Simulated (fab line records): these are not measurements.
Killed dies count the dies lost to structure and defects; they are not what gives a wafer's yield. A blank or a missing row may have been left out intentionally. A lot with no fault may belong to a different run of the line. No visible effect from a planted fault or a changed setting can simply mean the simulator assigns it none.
Which of the tools did it? :: flow rit cmos :: Sampling: 14 lots, 42 wafers, 5 of 202 route steps

WHAT THE GAUGES READ, wafer by wafer
RIT_FOX1_THK_MEAS_01. Usual: for FOX1_OXIDE_THK the level is 350 nm and the standard deviation is 5.6.
lot: L854
measured: day 1 18:32
on: film metro-02
FOX1_OXIDE_THK (nm): 353 352 347
flag: 

lot: L856
measured: day 2 04:33
on: film metro-04
FOX1_OXIDE_THK (nm): 338 345 344
flag: 

lot: L857
measured: day 2 08:30
on: film metro-04
FOX1_OXIDE_THK (nm): 344 342 343
flag: 

lot: L860
measured: day 3 00:26
on: film metro-01
FOX1_OXIDE_THK (nm): 350 352 348
flag: 

lot: L862
measured: day 3 10:31
on: film metro-04
FOX1_OXIDE_THK (nm): 351 357 351
flag: 

lot: L863
measured: day 3 15:46
on: film metro-01
FOX1_OXIDE_THK (nm): 345 346 344
flag: 

lot: L864
measured: day 3 23:18
on: film metro-02
FOX1_OXIDE_THK (nm): 351 356 353
flag: 

lot: L865
measured: day 4 05:24
on: film metro-01
FOX1_OXIDE_THK (nm): 341 343 338
flag: 

lot: L866
measured: day 4 06:01
on: film metro-02
FOX1_OXIDE_THK (nm): 351 352 348
flag: 

lot: L872
measured: day 5 14:39
on: film metro-04
FOX1_OXIDE_THK (nm): 344 346 343
flag: 

lot: L873
measured: day 5 17:23
on: film metro-02
FOX1_OXIDE_THK (nm): 355 355 357
flag: 

lot: L874
measured: day 5 21:40
on: film metro-01
FOX1_OXIDE_THK (nm): 359 359 354
flag: 

lot: L875
measured: day 6 04:33
on: film metro-04
FOX1_OXIDE_THK (nm): 349 353 351
flag: 

lot: L876
measured: day 6 08:56
on: film metro-01
FOX1_OXIDE_THK (nm): 348 347 352
flag: 

RIT_NWELL_TW_MEAS_10. Usual: for NWELL_TW the level is 2149 and the standard deviation is 29.
lot: L854
measured: day 1 23:10
on: film metro-03
NWELL_TW: 2162 2172 2176
flag: 

lot: L856
measured: day 2 09:43
on: film metro-03
NWELL_TW: 2183 2174 2179
flag: 

lot: L857
measured: day 2 13:46
on: film metro-04
NWELL_TW: 2106 2118 2109
flag: 

lot: L860
measured: day 3 04:29
on: film metro-02
NWELL_TW: 2175 2177 2162
flag: 

lot: L862
measured: day 3 14:35
on: film metro-04
NWELL_TW: 2100 2109 2102
flag: 

lot: L863
measured: day 3 20:43
on: film metro-04
NWELL_TW: 2099 2111 2107
flag: 

lot: L864
measured: day 4 05:39
on: film metro-04
NWELL_TW: 2103 2097 2102
flag: 

lot: L865
measured: day 4 09:23
on: film metro-02
NWELL_TW: 2161 2160 2156
flag: 

lot: L866
measured: day 4 10:04
on: film metro-03
NWELL_TW: 2169 2165 2167
flag: 

lot: L872
measured: day 5 19:28
on: film metro-03
NWELL_TW: 2167 2162 2155
flag: 

lot: L873
measured: day 5 21:26
on: film metro-02
NWELL_TW: 2163 2174 2159
flag: 

lot: L874
measured: day 6 01:36
on: film metro-03
NWELL_TW: 2157 2170 2162
flag: 

lot: L875
measured: day 6 08:29
on: film metro-04
NWELL_TW: 2108 2117 2118
flag: 

lot: L876
measured: day 6 13:08
on: film metro-03
NWELL_TW: 2173 2169 2176
flag: 

RIT_CONTACT_OVL_MEAS_09. Usual: for CONTACT_OVL the level is -0.3 nm and the standard deviation is 1.2.
lot: L854
measured: day 3 08:44
on: overlay-01
CONTACT_OVL (nm): 0.8 -0.4 -0.6
flag: 

lot: L856
measured: day 3 17:11
on: overlay-01
CONTACT_OVL (nm): 0.0 0.1 -0.2
flag: 

lot: L857
measured: day 3 20:24
on: overlay-02
CONTACT_OVL (nm): -0.8 0.6 -1.1
flag: 

lot: L860
measured: day 4 12:59
on: overlay-02
CONTACT_OVL (nm): -0.8 0.2 0.9
flag: 

lot: L862
measured: day 5 00:07
on: overlay-02
CONTACT_OVL (nm): -0.9 0.1 0.6
flag: 

lot: L863
measured: day 5 05:47
on: overlay-01
CONTACT_OVL (nm): -1.2 -0.2 -1.2
flag: 

lot: L864
measured: day 5 13:43
on: overlay-01
CONTACT_OVL (nm): 1.3 3.0 2.2
flag: 

lot: L865
measured: day 5 18:45
on: overlay-02
CONTACT_OVL (nm): -2.5 -0.8 -1.2
flag: 

lot: L866
measured: day 5 21:14
on: overlay-02
CONTACT_OVL (nm): -0.5 -1.5 -1.9
flag: 

lot: L872
measured: day 7 03:02
on: overlay-01
CONTACT_OVL (nm): 0.4 0.5 -1.6
flag: 

lot: L873
measured: day 7 04:58
on: overlay-02
CONTACT_OVL (nm): -6.4 -8.5 -7.8
flag: OFF

lot: L874
measured: day 7 12:55
on: overlay-02
CONTACT_OVL (nm): -5.3 -5.1 -5.7
flag: OFF

lot: L875
measured: day 7 18:53
on: overlay-01
CONTACT_OVL (nm): -0.7 -0.6 -0.2
flag: 

lot: L876
measured: day 7 20:38
on: overlay-01
CONTACT_OVL (nm): -2.2 -2.4 -0.3
flag: 

EACH LOT AND THE TOOL THAT RAN IT (in order: tool; ch and the chambers of the sampled wafers; start)
lot: L854
RIT_NWELL_STRIP_09: plasma asher-02 ch 0, day 1 23:00
RIT_CONTACT_EXPOSE_05: iline stepper-02 ch 0, day 3 08:04

lot: L856
RIT_NWELL_STRIP_09: plasma asher-04 ch 0,1, day 2 09:33
RIT_CONTACT_EXPOSE_05: iline stepper-02 ch 0, day 3 16:32

lot: L857
RIT_NWELL_STRIP_09: plasma asher-02 ch 0,1, day 2 13:34
RIT_CONTACT_EXPOSE_05: iline stepper-02 ch 0, day 3 19:47

lot: L860
RIT_NWELL_STRIP_09: plasma asher-01 ch 0,1, day 3 04:19
RIT_CONTACT_EXPOSE_05: iline stepper-02 ch 0, day 4 12:22

lot: L862
RIT_NWELL_STRIP_09: plasma asher-04 ch 0,1, day 3 14:25
RIT_CONTACT_EXPOSE_05: iline stepper-01 ch 0, day 4 23:29

lot: L863
RIT_NWELL_STRIP_09: plasma asher-04 ch 0,1, day 3 20:32
RIT_CONTACT_EXPOSE_05: iline stepper-02 ch 0, day 5 05:09

lot: L864
RIT_NWELL_STRIP_09: plasma asher-02 ch 0,1, day 4 05:28
RIT_CONTACT_EXPOSE_05: iline stepper-02 ch 0, day 5 13:05

lot: L865
RIT_NWELL_STRIP_09: plasma asher-04 ch 0,1, day 4 09:12
RIT_CONTACT_EXPOSE_05: iline stepper-02 ch 0, day 5 18:08

lot: L866
RIT_NWELL_STRIP_09: plasma asher-01 ch 0,1, day 4 09:56
RIT_CONTACT_EXPOSE_05: iline stepper-01 ch 0, day 5 20:35

lot: L872
RIT_NWELL_STRIP_09: plasma asher-02 ch 0,1, day 5 19:17
RIT_CONTACT_EXPOSE_05: iline stepper-02 ch 0, day 7 02:25

lot: L873
RIT_NWELL_STRIP_09: plasma asher-02 ch 0,1, day 5 21:18
RIT_CONTACT_EXPOSE_05: iline stepper-02 ch 0, day 7 04:22

lot: L874
RIT_NWELL_STRIP_09: plasma asher-04 ch 1, day 6 01:26
RIT_CONTACT_EXPOSE_05: iline stepper-02 ch 0, day 7 12:17

lot: L875
RIT_NWELL_STRIP_09: plasma asher-01 ch 0,1, day 6 08:17
RIT_CONTACT_EXPOSE_05: iline stepper-01 ch 0, day 7 18:16

lot: L876
RIT_NWELL_STRIP_09: plasma asher-02 ch 0,1, day 6 12:58
RIT_CONTACT_EXPOSE_05: iline stepper-01 ch 0, day 7 19:59
- RIT_NWELL_STRIP_09: strips in O2, time 180 s.
- RIT_CONTACT_EXPOSE_05: exposes mask M11, target cd 1000 nm.

WHAT THE TOOLS THEMSELVES READ (means of the sampled wafers that have a number; where no wafer has one, the mark that the record gives instead)
RIT_NWELL_STRIP_09. Usual: 5.6 A for drypump motor current A, sd 0.38.
lot: L854
tool: plasma asher-02
drypump motor current A (A): 6.4
flag: 

lot: L856
tool: plasma asher-04
drypump motor current A (A): 5.5
flag: 

lot: L857
tool: plasma asher-02
drypump motor current A (A): 6.1
flag: 

lot: L860
tool: plasma asher-01
drypump motor current A (A): 5.4
flag: 

lot: L862
tool: plasma asher-04
drypump motor current A (A): 5.4
flag: 

lot: L863
tool: plasma asher-04
drypump motor current A (A): 5.6
flag: 

lot: L864
tool: plasma asher-02
drypump motor current A (A): 5.7
flag: 

lot: L865
tool: plasma asher-04
drypump motor current A (A): 5.6
flag: 

lot: L866
tool: plasma asher-01
drypump motor current A (A): 5.5
flag: 

lot: L872
tool: plasma asher-02
drypump motor current A (A): 5.8
flag: 

lot: L873
tool: plasma asher-02
drypump motor current A (A): 5.8
flag: 

lot: L874
tool: plasma asher-04
drypump motor current A (A): 5.7
flag: 

lot: L875
tool: plasma asher-01
drypump motor current A (A): 5.4
flag: 

lot: L876
tool: plasma asher-02
drypump motor current A (A): 5.8
flag: 

THE ANSWER, worked out from the rows above alone
Rule: a lot counts as off when the mean over its wafers that have a number is more than 3 standard deviations away from the usual mean. A lot without any number at a reading at which 4 lots or more have one is off too. Where the step has rows for the other lots, those lots are counted as sound. First the gauges in route order, then the tools' own readings, where a lot's mean is used as printed above. At the first step where some lot is off, the reading lying furthest off is the one used; lots without a number count as furthest.
Off: L873, L874, seen at RIT_CONTACT_OVL_MEAS_09 (CONTACT_OVL).
If a tool, at a process step before that reading, ran all the lots that are off and no sound lot after the first of them, it fits. Gauges at RIT_CONTACT_OVL_MEAS_09: tried the same way as those tools. 2 tools fit, iline stepper-02 at RIT_CONTACT_EXPOSE_05 and overlay-02 at RIT_CONTACT_OVL_MEAS_09, so this cannot tell which one it is.

WHAT THE SIMULATOR HAD PUT IN
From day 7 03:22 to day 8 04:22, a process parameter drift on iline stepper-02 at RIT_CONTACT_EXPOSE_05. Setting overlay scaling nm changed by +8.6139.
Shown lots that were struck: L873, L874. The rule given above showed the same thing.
